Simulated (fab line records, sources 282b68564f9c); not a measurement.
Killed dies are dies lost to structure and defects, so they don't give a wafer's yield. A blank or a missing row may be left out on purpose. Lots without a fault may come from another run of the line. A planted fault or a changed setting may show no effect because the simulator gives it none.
A struck lot beside a sound one | flow rit_cmos | 17 steps out of a route of 202
Sound: wafers L916.1, L916.2, L916.6. Struck: wafers L918.1, L918.5, L918.6. The cause comes at the end.
At each step with rows: each side's tool, then ch and its chambers, then its first start. Under that, the readings that differ: sound wafers | struck wafers | difference of the means | sigmas: that difference in standard deviations of wafers without a fault.
alike: readings whose means differ by less than 2 such deviations, and words and numbers that are the same on both sides. not compared: withheld readings, readings that some wafer has no value for, bounds like >300 that may hide the same value, and numbers for which the record gives no deviation and whose values overlap.
The two part at a step that has a row with sigmas, a row that says differs or no value, or rows on one side only. Numbers that don't overlap but have no deviation are shown without sigmas and don't part them. A reading that every wafer of one side lacks parts them only if that side has two wafers or more.

first, 1 step without rows for these wafers: RIT_PSD_IMPLANT_08.
RIT_PSD_STRIP_09: strips in O2, time 180 s.
  sound on plasma_asher-02 ch 0,1, day 4 21:23; struck on plasma_asher-02 ch 0,1, day 5 07:07
  alike: drypump_motor_current_A
  not compared: rf_hours_counter_h
RIT_PSD_TW_MEAS_10:
  sound on film_metro-01, day 4 21:34; struck on film_metro-03, day 5 07:19
  alike: PSD_TW
then, 3 steps without rows for these wafers: RIT_SDANNEAL_CLEAN_00 (cleans in SC1, time 600 s); RIT_SDANNEAL_CLEAN_01 (cleans in dHF, time 30 s); RIT_SDANNEAL_CLEAN_02 (cleans in SC2, time 600 s).
RIT_SDANNEAL_RTA_03: time 5 s.
  sound on rtp_anneal-01 ch 0, day 4 22:01; struck on rtp_anneal-01 ch 0, day 5 07:57
  alike: ramp_down_c_per_s, wafer_temp_C_max
RIT_SDANNEAL_RS_MEAS_04: measures by four-point-probe.
  sound on film_metro-01, day 4 22:05; struck on film_metro-04, day 5 08:01
  alike: PSD_RS
RIT_SDANNEAL_RS_MEAS_05: measures by four-point-probe.
  sound on film_metro-01, day 4 22:12; struck on film_metro-04, day 5 08:08
  alike: NSD_RS
RIT_SDANNEAL_RS_MEAS_06: measures by four-point-probe.
  sound on film_metro-01, day 4 22:19; struck on film_metro-04, day 5 08:15
  alike: PLDD_RS
RIT_SDANNEAL_RS_MEAS_07: measures by four-point-probe.
  sound on film_metro-01, day 4 22:26; struck on film_metro-04, day 5 08:22
  alike: NLDD_RS
then, 1 step without rows for these wafers: RIT_SILICIDE_WET_ETCH_00 (etches SiO2 in BOE, target depth 14 nm, time 15 s).
RIT_SILICIDE_SPUTTER_01: material Ti, target thk 30 nm, time 240 s.
  sound on pvd_sputter-02, day 4 22:34; struck on pvd_sputter-02, day 5 08:49
  alike: throttle_valve_pct
RIT_SILICIDE_RS_MEAS_02: measures by four-point-probe.
  sound on film_metro-03, day 4 22:43; struck on film_metro-02, day 5 08:58
  reading                 | sound          | struck         | difference | sigmas
  SILICIDE_TI_RS (ohm/sq) | 48.6 47.9 48.6 | 20.3 20.5 20.7 | -27.9      | -45
RIT_SILICIDE_THK_MEAS_03: measures by xrf.
  sound on film_metro-03, day 4 22:50; struck on film_metro-02, day 5 09:05
  reading              | sound          | struck         | difference | sigmas
  SILICIDE_TI_THK (nm) | 29.8 30.1 29.7 | 60.5 60.2 59.7 | +30.3      | +89
RIT_SILICIDE_RTA_04: time 10 s, ramp up 5 s, ramp down 5 s.
  sound on rtp_anneal-02 ch 0, day 4 22:54; struck on rtp_anneal-02 ch 0, day 5 09:09
  alike: wafer_temp_C_max
RIT_M1_PROBE_99:
  sound on prober-02, day 5 05:43; struck on prober-02, day 5 16:50
  alike: killed_at_contacts, killed_at_front_end, killed_dies, killed_open, killed_short

WHERE THEY PART
First at RIT_SILICIDE_RS_MEAS_02; last, within this record, at RIT_SILICIDE_THK_MEAS_03. Later steps at which nothing parts them and some readings are alike: RIT_SILICIDE_RTA_04, RIT_M1_PROBE_99.

WHY: what the simulator had put in
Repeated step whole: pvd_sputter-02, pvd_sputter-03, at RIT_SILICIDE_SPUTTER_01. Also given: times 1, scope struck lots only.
